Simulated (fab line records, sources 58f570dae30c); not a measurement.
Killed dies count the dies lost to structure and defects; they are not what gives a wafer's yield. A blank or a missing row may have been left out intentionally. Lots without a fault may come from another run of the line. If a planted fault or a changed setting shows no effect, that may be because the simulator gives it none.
Struck lot and sound lot, side by side || flow berkeleyCmos170 || 16 out of 331 route steps
Sound: wafers L852.1, L852.2, L852.5. The struck wafers were L861.1, L861.5, L861.6. At the end, the cause is stated.
For every step that has rows: the tool of each side, followed by ch and its chambers, followed by its first start. Under that, the readings that differ: sound wafers || struck wafers || difference of the means || sigmas: that difference in standard deviations of wafers without a fault.
alike: same words and numbers on both sides, and readings whose means sit less than 2 such deviations apart. not compared: any withheld reading, any reading some wafer has no value for, any bound like >300 that may hide the same value, and any number with overlapping values for which the record gives no deviation.
Wherever a step has rows on one side only, a row that says differs or no value, or a row with sigmas, the two part there. Numbers that have no deviation but don't overlap get no sigmas and don't part them. A reading that every wafer of one side lacks parts them only if that side has two wafers or more.

UCB170_NWELL_THK_MEAS_02:
  sound: filmMetro-01 at day 4 10:32; struck: filmMetro-02 at day 6 04:16
  alike: NWELL_OXIDE_THK
then, 2 steps without rows for these wafers: UCB170_NWELL_ANNEAL_03 (time 900 s); UCB170_NWELL_CVD_04 (deposits Si3N4 from SiH2Cl2/NH3, target thk 224 nm, time 3360 s).
UCB170_NWELL_THK_MEAS_05:
  sound: filmMetro-03 at day 4 23:52; struck: filmMetro-02 at day 6 12:07
  alike: NWELL_NITRIDE_THK
then, 6 steps without rows for these wafers: UCB170_NWELL_HMDS_06 (prime time 60 s); UCB170_NWELL_COAT_07 (resist thk 900 nm); UCB170_NWELL_SOFTBAKE_08 (time 60 s); UCB170_NWELL_EXPOSE_09 (exposes mask NWELL, target cd 3000 nm); UCB170_NWELL_PEB_10; UCB170_NWELL_DEVELOP_11 (develop time 45 s).
UCB170_NWELL_OVL_MEAS_12:
  sound: overlay-02 at day 5 00:46; struck: overlay-02 at day 6 13:21
  alike: NWELL_OVL
UCB170_NWELL_ETCH_13: etches Si3N4 in CH3F/Ar/O2, stops on SiO2, target depth 246.4 nm, time 154 s.
  sound on rieDiel-03 ch 2,3, day 5 00:48; struck on rieDiel-02 ch 1,2, day 6 13:23
  alike: O2_flow_sccm, drypumpMotorCurrentA, oesProductAu, throttleValvePct
  not compared: rfHoursCounterH
UCB170_NWELL_IMPLANT_14:
  sound on implanter-01 ch 0, day 5 00:54; struck on implanter-03 ch 0, day 6 13:29
{"reading": "beamOnS (s)", "sound": "9.86 9.79 10.03", "struck": "7.61 7.65 7.70", "difference": -2.24, "sigmas": -11}
{"reading": "faradayCurrentUA", "sound": "32.2 32.6 31.6", "struck": "41.7 41.4 41.2", "difference": "+9.3", "sigmas": "+15"}
UCB170_NWELL_STRIP_15: strips in O2.
  sound on plasmaAsher-03 ch 0,1, day 5 01:03; struck on plasmaAsher-01 ch 0,1, day 6 13:38
  alike: drypumpMotorCurrentA, oesProductAu, stripTimeToEndpointS
  not compared: rfHoursCounterH
UCB170_NWELL_TW_MEAS_16:
  sound: filmMetro-01 at day 5 01:09; struck: filmMetro-03 at day 6 13:58
{"reading": "NWELL_TW", "sound": "1259 1258 1256", "struck": "1144 1151 1155", "difference": -108, "sigmas": -18}
  not compared: hold
-- the record jumps here: 7 days lie between the struck wafers' starts before and after (it left off in module NWELL and takes up again in module M3, whose first step shown is number 331 of the route) --
UCB170_M3_PROBE_99:
  record: rows for the struck wafers here (prober-02, day 13 10:56), none for the sound ones

## WHERE THEY PART
Last at UCB170_M3_PROBE_99 as far as this record goes, first at UCB170_NWELL_IMPLANT_14.

WHY: whatever the simulator had introduced
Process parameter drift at UCB170_NWELL_IMPLANT_14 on implanter-03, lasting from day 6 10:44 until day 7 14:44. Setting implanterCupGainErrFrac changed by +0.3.
